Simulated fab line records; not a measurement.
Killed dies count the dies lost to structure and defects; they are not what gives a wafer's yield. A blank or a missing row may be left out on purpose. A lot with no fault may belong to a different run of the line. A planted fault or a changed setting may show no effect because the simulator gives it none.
Code-filled problem report in 8D (eight disciplines) form + flow ritCmos + the parts of the form that need people (team, actions taken, sign-off) are left out

1. WHAT IS WRONG
PSD_RS at RIT_SDANNEAL_RS_MEAS_04 reads a mean of 117.9 ohm/sq on 6 wafers of 2 lots; wafers without a fault read 115.8 ohm/sq with a standard deviation of 0.34. That is +6.1 standard deviations from the usual mean.
The step: measures by four-point-probe.
First observed at day 7 19:02: wafer L904.1, on filmMetro-01. At this step, 42 wafers from 14 lots have a number in the record. The rule behind "out" and "out of limits": a value lying over 4 standard deviations away from the usual mean. All remaining wafers that have a number are taken as sound.

2. WHAT THIS IS AND IS NOT
| question                    | is                         | is not                                                                 |
|-----------------------------|----------------------------|------------------------------------------------------------------------|
| which readings at this step | PSD_RS                     | -                                                                      |
| which lots                  | L904, L905                 | L884, L885, L886, L887, L888, L890, L892, L893, L894, L896, L898, L901 |
| which wafers of those lots  | all that have a number     | -                                                                      |
| read on which gauges        | filmMetro-01, filmMetro-02 | filmMetro-04                                                           |
| when                        | from day 7 19:02           | up to then (36 sound wafers)                                           |

3. WHAT RULES OUT EACH SUSPECT
Counting: a tool stays on the suspect list if, at a process step up to the reading, it processed all lots that are out and no sound lot following the first of them.
- the gauge at RIT_SDANNEAL_RS_MEAS_04 has been ruled out. Those wafers that are out were read across 2 gauges (filmMetro-01, filmMetro-02).
- implanter-03 at RIT_PSD_IMPLANT_08: kept. It ran every lot that is out, first L904 (day 7 18:11), and no sound lot after that; its last sound lot up to then is L894 (day 5 23:43).
The count leaves implanter-03 at RIT_PSD_IMPLANT_08.

4. THE CAUSE (what the simulator had put in)
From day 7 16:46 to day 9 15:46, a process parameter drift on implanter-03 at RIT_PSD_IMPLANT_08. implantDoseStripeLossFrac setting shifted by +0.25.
Counting left only this tool.

5. THE EFFECT CHAIN, in route order
Each row: a reading whose mean over the struck wafers that have a number lies more than 3 standard deviations from the usual. Only readings whose record carries a usual standard deviation are examined. hours: median over the lots of the time between each lot's start at the first step of this table that gives one and its start at this step. sigmas: the change, counted in usual standard deviations.
| hours | step                    | reading | usual        | on struck wafers | change | sigmas |
|-------|-------------------------|---------|--------------|------------------|--------|--------|
| 0     | RIT_SDANNEAL_RS_MEAS_04 | PSD_RS  | 115.8 ohm/sq | 117.9            | +2.1   | +6.1   |

6. HOW IT WOULD HAVE BEEN CAUGHT EARLIER
The first out-of-limits reading at a measuring or inspecting step in this record came at day 7 19:02, 2 hours after the fault's start at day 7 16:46.
L905, from the lots that are out (2), started RIT_PSD_IMPLANT_08 on implanter-03 later than day 7 19:02. A hold on the tool at that time would have spared it.
